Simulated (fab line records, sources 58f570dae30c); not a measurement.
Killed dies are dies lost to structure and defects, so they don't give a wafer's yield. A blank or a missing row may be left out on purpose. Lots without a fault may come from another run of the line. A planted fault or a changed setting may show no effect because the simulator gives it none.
One fault seen from 2 desks | flow berkeley_cmos170 | each desk has only its own numbers; what lay behind them comes last

THE METROLOGY DESK
What the gauges read, lot by lot, whatever tool the lot ran on: means of the sampled wafers that have a number. A lot is out of limits, marked OUT, if its mean lies more than 4 standard deviations from the usual mean; the brackets give that distance.
Columns: A = cd_nm at UCB170_V1_CD_MEAS_12, usual 700.3 nm
lot  | first seen here | A
L588 | day 8 04:24     | 698.8
L591 | day 8 13:23     | 697.1
L590 | day 8 13:57     | 699.1
L592 | day 8 20:45     | 701.1
L597 | day 9 06:16     | 701.9
L594 | day 9 06:27     | 701.2
L600 | day 9 17:56     | 730.9 (+19) OUT
L598 | day 9 18:22     | 729.0 (+18) OUT
L602 | day 10 18:51    | 701.3
L605 | day 10 21:02    | 701.1
L607 | day 11 15:28    | 701.0
L608 | day 11 15:41    | 699.7
L606 | day 11 16:05    | 700.0
L610 | day 11 22:54    | 699.1
This desk's finding: out of limits on L598, L600; first on L600, day 9 17:56 (cd_nm at UCB170_V1_CD_MEAS_12). In limits: L588, L591, L590, L592, L597, L594, L602, L605, L607, L608, L606, L610.

THE TOOL OWNER'S DESK: litho_track-01
The tool's own readings at UCB170_V1_SOFTBAKE_08 (time 60 s): means of the sampled wafers that have a number, for each lot that ran on this tool. A lot is out of limits, marked OUT, if its mean lies more than 4 standard deviations from the usual mean; the brackets give that distance.
Columns: A = exhaust_pa at UCB170_V1_SOFTBAKE_08, usual 45.0 Pa; B = heater_power_total_W at UCB170_V1_SOFTBAKE_08, usual 56.80 W; C = plate_temp_C at UCB170_V1_SOFTBAKE_08, usual 130.01 C
lot  | first seen here | A    | B                       | C
L590 | day 8 13:03     | 46.0 | 56.77                   | 130.09
L592 | day 8 19:36     | 45.6 | 56.75                   | 129.86
L597 | day 9 05:19     | 45.4 | 56.82                   | 130.00
L600 | day 9 17:16     | 45.7 | 62.75 (+99 or more) OUT | 140.28 (+79) OUT
L598 | day 9 17:42     | 46.0 | 62.77 (+99 or more) OUT | 140.49 (+81) OUT
This desk's finding: out of limits on L598, L600; first on L600, day 9 17:16 (heater_power_total_W at UCB170_V1_SOFTBAKE_08). In limits: L590, L592, L597.

PUT TOGETHER
The tool owner's desk could have raised an alarm at day 9 17:16, on L598, L600.
The metrology desk could have raised an alarm at day 9 17:56, on L598, L600.
Of the lots named, all ran UCB170_V1_SOFTBAKE_08 on litho_track-01.

WHAT THE SIMULATOR HAD PUT IN
Process parameter drift: litho_track-01, from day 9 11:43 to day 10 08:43, at UCB170_V1_SOFTBAKE_08. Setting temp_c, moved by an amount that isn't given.
Lots struck among those shown: L598, L600.
Hours from the fault's start to each desk's first reading out of limits: the tool owner's desk, 6; the metrology desk, 6.
